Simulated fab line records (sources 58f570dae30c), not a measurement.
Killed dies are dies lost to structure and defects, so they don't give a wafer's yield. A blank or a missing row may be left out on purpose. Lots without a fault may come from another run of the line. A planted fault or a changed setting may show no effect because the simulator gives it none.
Split-lot trial || flow berkeleyCmos170 || 5 lots, 27 wafers read, on a route of 331 steps

## THE SPLIT ITSELF
At UCB170_M2_METAL_ETCH_18 (etches Al in Cl2/BCl3, stops on SiO2, target depth 1170 nm, time 195 s), the setting targetDepthA was moved away from the recipe's 11700 angstrom on 9 of the 27 wafers read, by -16.6% to +42.8%. All remaining wafers had this setting at the recipe value.

## BETWEEN THE SPLIT AND THE READING: the file shows 1 step in between
- UCB170_M2_STRIP_19: strips in O2

## THE READING
cdNm (nm) at UCB170_M2_CD_MEAS_90, where the cd target is 700 nm. Typical for fault-free wafers on this fab line: 700 nm, with standard deviation 3.5 nm.

{"wafer": "L074.1", "tool, chamber at the split": "rieMetal-04, 1", "targetDepthA as run, angstrom": 9756, "against the recipe": "-16.6%", "cdNm, nm": 710, "against lot-mates on the recipe": "+6"}
{"wafer": "L074.2", "tool, chamber at the split": "rieMetal-04, 0", "targetDepthA as run, angstrom": 9756, "against the recipe": "-16.6%", "cdNm, nm": 712, "against lot-mates on the recipe": "+8"}
{"wafer": "L074.3", "tool, chamber at the split": "rieMetal-04, 0", "targetDepthA as run, angstrom": 11700, "against the recipe": "recipe", "cdNm, nm": 704, "against lot-mates on the recipe": "-"}
{"wafer": "L074.4", "tool, chamber at the split": "rieMetal-04, 1", "targetDepthA as run, angstrom": 9756, "against the recipe": "-16.6%", "cdNm, nm": 714, "against lot-mates on the recipe": "+10"}
{"wafer": "L074.5", "tool, chamber at the split": "rieMetal-04, 0", "targetDepthA as run, angstrom": 11700, "against the recipe": "recipe", "cdNm, nm": 703, "against lot-mates on the recipe": "-"}
{"wafer": "L074.6", "tool, chamber at the split": "rieMetal-04, 1", "targetDepthA as run, angstrom": 11700, "against the recipe": "recipe", "cdNm, nm": 705, "against lot-mates on the recipe": "-"}
{"wafer": "L076.1", "tool, chamber at the split": "rieMetal-04, 0", "targetDepthA as run, angstrom": 15880, "against the recipe": "+35.7%", "cdNm, nm": 682, "against lot-mates on the recipe": -19}
{"wafer": "L076.2", "tool, chamber at the split": "rieMetal-04, 1", "targetDepthA as run, angstrom": 11700, "against the recipe": "recipe", "cdNm, nm": 702, "against lot-mates on the recipe": "-"}
{"wafer": "L076.3", "tool, chamber at the split": "rieMetal-04, 1", "targetDepthA as run, angstrom": 15880, "against the recipe": "+35.7%", "cdNm, nm": 685, "against lot-mates on the recipe": -16}
{"wafer": "L076.4", "tool, chamber at the split": "rieMetal-04, 0", "targetDepthA as run, angstrom": 11700, "against the recipe": "recipe", "cdNm, nm": 701, "against lot-mates on the recipe": "-"}
{"wafer": "L076.5", "tool, chamber at the split": "rieMetal-04, 1", "targetDepthA as run, angstrom": 11700, "against the recipe": "recipe", "cdNm, nm": 699, "against lot-mates on the recipe": "-"}
{"wafer": "L076.6", "tool, chamber at the split": "rieMetal-04, 0", "targetDepthA as run, angstrom": 15880, "against the recipe": "+35.7%", "cdNm, nm": 684, "against lot-mates on the recipe": -17}
{"wafer": "L075.1", "tool, chamber at the split": "rieMetal-01, 1", "targetDepthA as run, angstrom": 16710, "against the recipe": "+42.8%", "cdNm, nm": 673, "against lot-mates on the recipe": -21}
{"wafer": "L075.2", "tool, chamber at the split": "rieMetal-01, 0", "targetDepthA as run, angstrom": 11700, "against the recipe": "recipe", "cdNm, nm": 695, "against lot-mates on the recipe": "-"}
{"wafer": "L075.3", "tool, chamber at the split": "rieMetal-01, 0", "targetDepthA as run, angstrom": 16710, "against the recipe": "+42.8%", "cdNm, nm": 678, "against lot-mates on the recipe": -16}
{"wafer": "L075.4", "tool, chamber at the split": "rieMetal-01, 1", "targetDepthA as run, angstrom": 11700, "against the recipe": "recipe", "cdNm, nm": 695, "against lot-mates on the recipe": "-"}
{"wafer": "L075.5", "tool, chamber at the split": "rieMetal-01, 1", "targetDepthA as run, angstrom": 11700, "against the recipe": "recipe", "cdNm, nm": 692, "against lot-mates on the recipe": "-"}
{"wafer": "L075.6", "tool, chamber at the split": "rieMetal-01, 0", "targetDepthA as run, angstrom": 16710, "against the recipe": "+42.8%", "cdNm, nm": 678, "against lot-mates on the recipe": -16}
{"wafer": "L084.1", "tool, chamber at the split": "rieMetal-04, 1", "targetDepthA as run, angstrom": 11700, "against the recipe": "recipe", "cdNm, nm": 699, "against lot-mates on the recipe": "-"}
{"wafer": "L084.3", "tool, chamber at the split": "rieMetal-04, 0", "targetDepthA as run, angstrom": 11700, "against the recipe": "recipe", "cdNm, nm": 699, "against lot-mates on the recipe": "-"}
{"wafer": "L084.6", "tool, chamber at the split": "rieMetal-04, 1", "targetDepthA as run, angstrom": 11700, "against the recipe": "recipe", "cdNm, nm": 700, "against lot-mates on the recipe": "-"}
{"wafer": "L083.1", "tool, chamber at the split": "rieMetal-02, 1", "targetDepthA as run, angstrom": 11700, "against the recipe": "recipe", "cdNm, nm": 701, "against lot-mates on the recipe": "-"}
{"wafer": "L083.2", "tool, chamber at the split": "rieMetal-02, 0", "targetDepthA as run, angstrom": 11700, "against the recipe": "recipe", "cdNm, nm": 701, "against lot-mates on the recipe": "-"}
{"wafer": "L083.3", "tool, chamber at the split": "rieMetal-02, 0", "targetDepthA as run, angstrom": 11700, "against the recipe": "recipe", "cdNm, nm": 702, "against lot-mates on the recipe": "-"}
{"wafer": "L083.4", "tool, chamber at the split": "rieMetal-02, 1", "targetDepthA as run, angstrom": 11700, "against the recipe": "recipe", "cdNm, nm": 697, "against lot-mates on the recipe": "-"}
{"wafer": "L083.5", "tool, chamber at the split": "rieMetal-02, 1", "targetDepthA as run, angstrom": 11700, "against the recipe": "recipe", "cdNm, nm": 702, "against lot-mates on the recipe": "-"}
{"wafer": "L083.6", "tool, chamber at the split": "rieMetal-02, 0", "targetDepthA as run, angstrom": 11700, "against the recipe": "recipe", "cdNm, nm": 700, "against lot-mates on the recipe": "-"}

FIT RESULTS
A straight line over all 27 wafers: cdNm changes by -0.539 nm for each +1% of targetDepthA; r = -0.95; the points scatter about the line by 3.3 nm.
The same after taking each lot's own level away (the mean of its wafers on the recipe; 27 wafers): -0.444 nm for each +1%; r = -0.98; scatter 1.7 nm.
The reading moves by 19 nm for the largest change in targetDepthA, on that fit.
The lots' own levels span 694.0 to 704.0 nm, that is 2.9 times the standard deviation above.
So the lot-to-lot level changes the slope: the two fits differ.
Check: -18.4 nm against its lot-mates is what the line predicts for one of the wafers moved furthest among these (+42.8%) when that wafer is left out of the fit. Against them it came out at -21 nm.
Tool readings at the split's step, against how far the setting was moved: oesProductAu r = -0.98.

## THESE WAFERS: OTHER SPLITS
Other splits were also applied to these wafers ahead of the reading. Each is held against what the fit with the lots' levels taken away leaves over:
{"other split on the same wafers": "UCB170_PWELL_ETCH_14 timeS", "wafers away from the commonest value": 6, "r with cdNm (lot level and that fit taken away)": -0.01}
{"other split on the same wafers": "UCB170_ACTIVE_ETCH_15 targetDepthA", "wafers away from the commonest value": 6, "r with cdNm (lot level and that fit taken away)": "+0.07"}

## THE WHOLE CHAIN: every reading that the file lists as answering this split, in the file's order
{"step": "UCB170_M2_METAL_ETCH_18", "what it does": "etches Al in Cl2/BCl3, stops on SiO2, target depth 1170 nm, time 195 s", "reading": "oesProductAu", "change (the file's fit)": "-0.00353 a.u. for each +1% of the setting", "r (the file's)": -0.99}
{"step": "UCB170_M2_METAL_ETCH_18", "what it does": "etches Al in Cl2/BCl3, stops on SiO2, target depth 1170 nm, time 195 s", "reading": "KrF_of_M2_COAT_10.thkNm (the simulator's own value, which no gauge read)", "change (the file's fit)": "-6.03 nm for each +1% of the setting", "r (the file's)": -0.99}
{"step": "UCB170_M2_METAL_ETCH_18", "what it does": "etches Al in Cl2/BCl3, stops on SiO2, target depth 1170 nm, time 195 s", "reading": "M2.featureDepthNm (the simulator's own value, which no gauge read)", "change (the file's fit)": "+0.652 nm for each +1% of the setting", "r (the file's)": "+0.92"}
{"step": "UCB170_M2_METAL_ETCH_18", "what it does": "etches Al in Cl2/BCl3, stops on SiO2, target depth 1170 nm, time 195 s", "reading": "SiO2_of_V1_CVD_00.thkNm (the simulator's own value, which no gauge read)", "change (the file's fit)": "-0.654 nm for each +1% of the setting", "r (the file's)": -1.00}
{"step": "UCB170_M2_STRIP_19", "what it does": "strips in O2", "reading": "oesProductAu", "change (the file's fit)": "-0.00642 a.u. for each +1% of the setting", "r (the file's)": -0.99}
{"step": "UCB170_M2_CD_MEAS_90", "what it does": "target cd 700 nm", "reading": "cdNm", "change (the file's fit)": "-0.436 nm for each +1% of the setting", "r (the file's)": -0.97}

## THE FILE'S OWN FIT
cdNm changes by -0.436 nm for each +1% of targetDepthA, r = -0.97.
